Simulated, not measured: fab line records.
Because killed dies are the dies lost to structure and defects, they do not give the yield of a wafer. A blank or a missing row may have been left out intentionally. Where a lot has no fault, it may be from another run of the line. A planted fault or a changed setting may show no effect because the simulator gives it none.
A lot that was struck, set against a sound lot -- flow rit-cmos -- 19 out of 202 route steps
Sound: wafers L454.1, L454.3, L454.6. The struck wafers were L441.4, L441.5, L441.6. At the end, the cause is stated.
At each step with rows: each side's tool, then ch and its chambers, then its first start. Under that, the readings that differ: sound wafers -- struck wafers -- difference of the means -- sigmas: that difference in standard deviations of wafers without a fault.
alike: words and numbers the same on both sides, and readings whose means are apart by under 2 such deviations; not compared: readings that were withheld, readings missing a value for some wafer, numbers with overlapping values and no deviation given by the record, and bounds like >300 which may hide the same value.
A row with sigmas, a row that says differs or no value, or rows on one side alone: a step with any of these is where the two part. When numbers do not overlap yet have no deviation, they are printed without sigmas and do not part them. A reading that every wafer of one side lacks parts them only if that side has two wafers or more.

first, 1 step without rows for these wafers: RIT_SILICIDE_WET_ETCH_00 (etches SiO2 in BOE, target depth 14 nm, time 15 s).
RIT_SILICIDE_SPUTTER_01: material Ti, target thk 30 nm, time 240 s.
  struck on pvd-sputter-04, day 5 15:25; sound on pvd-sputter-04, day 8 02:31
  alike: throttle-valve-pct
RIT_SILICIDE_RS_MEAS_02: a four-point-probe measurement.
  struck on film-metro-03, day 5 15:37; sound on film-metro-03, day 8 02:40
  alike: SILICIDE_TI_RS
RIT_SILICIDE_THK_MEAS_03: measures by xrf.
  struck on film-metro-03, day 5 15:43; sound on film-metro-03, day 8 02:47
  alike: SILICIDE_TI_THK
RIT_SILICIDE_RTA_04: time 10 s, ramp up 5 s, ramp down 5 s.
  sound on rtp-anneal-02 ch 0, day 8 02:50; struck on rtp-anneal-01 ch 0, day 5 15:47
  alike: wafer_temp_C_max
then, 1 step without rows for these wafers: RIT_SILICIDE_WET_ETCH_05 (etches Ti in SPM, time 120 s).
RIT_SILICIDE_RTA_06: time 10 s, ramp up 5 s, ramp down 10 s.
  sound on rtp-anneal-01 ch 0, day 8 02:57; struck on rtp-anneal-02 ch 0, day 5 15:53
  alike: wafer_temp_C_max
RIT_CONTACT_CVD_00: deposits SiO2 from TEOS, target thk 400 nm, time 63.55 s.
  sound on pecvd-03 ch 0,1, day 8 03:01; struck on pecvd-01 ch 0,1,2, day 5 15:57
  alike: heater-power-w
RIT_CONTACT_THK_MEAS_01:
  struck on film-metro-04, day 5 16:00; sound on film-metro-02, day 8 03:04
  alike: CONTACT_TEOS_THK
then, 3 steps without rows for these wafers: RIT_CONTACT_HMDS_02 (prime time 60 s); RIT_CONTACT_COAT_03 (resist thk 1000 nm); RIT_CONTACT_SOFTBAKE_04 (time 60 s).
RIT_CONTACT_EXPOSE_05: exposes mask M11, target cd 1000 nm.
  sound on iline-stepper-01 ch 0, day 8 03:34; struck on iline-stepper-02 ch 0, day 5 17:03
reading,sound,struck,difference,sigmas
model.CONTACT.overlay-x-nm (nm),-0.4676 -0.4676 -0.4676,168.4 168.4 168.4,+168.9,
  alike: mask, reticle-temp-C
then, 2 steps without rows for these wafers: RIT_CONTACT_PEB_06; RIT_CONTACT_DEVELOP_07 (develop time 120 s).
RIT_CONTACT_CD_MEAS_08: the cd target is 1000 nm.
  struck on cd-sem-02, day 5 17:34; sound on cd-sem-02, day 8 04:05
  alike: cd-nm
RIT_CONTACT_OVL_MEAS_09:
  struck on overlay-01, day 5 17:39; sound on overlay-02, day 8 04:13
reading,sound,struck,difference,sigmas
CONTACT_OVL (nm),-1.1 -1.2 -2.2,170.3 167.4 168.3,+170.2,+99 or more
then, 1 step without rows for these wafers: RIT_CONTACT_HARDBAKE_10 (time 60 s).
RIT_M1_PROBE_99:
  struck on prober-01, day 5 22:56; sound on prober-01, day 8 09:22
reading,sound,struck,difference,sigmas
model.etest.contact-to-gate.bv-left-v (V),89.79 87.94 89.73,173 173.1 174.6,+84,
model.etest.contact-to-gate.bv-right-v (V),90.99 91.04 90.18,4.291 5.241 5.63,-85.683,
  alike: killed-at-contacts, killed-at-front-end, killed-dies, killed-on-rim, killed-open, killed-short

WHERE THEY PART
Only at RIT_CONTACT_OVL_MEAS_09, as far as this record shows. Later steps at which nothing parts them and some readings are alike: RIT_M1_PROBE_99.

WHY: what the simulator had put in
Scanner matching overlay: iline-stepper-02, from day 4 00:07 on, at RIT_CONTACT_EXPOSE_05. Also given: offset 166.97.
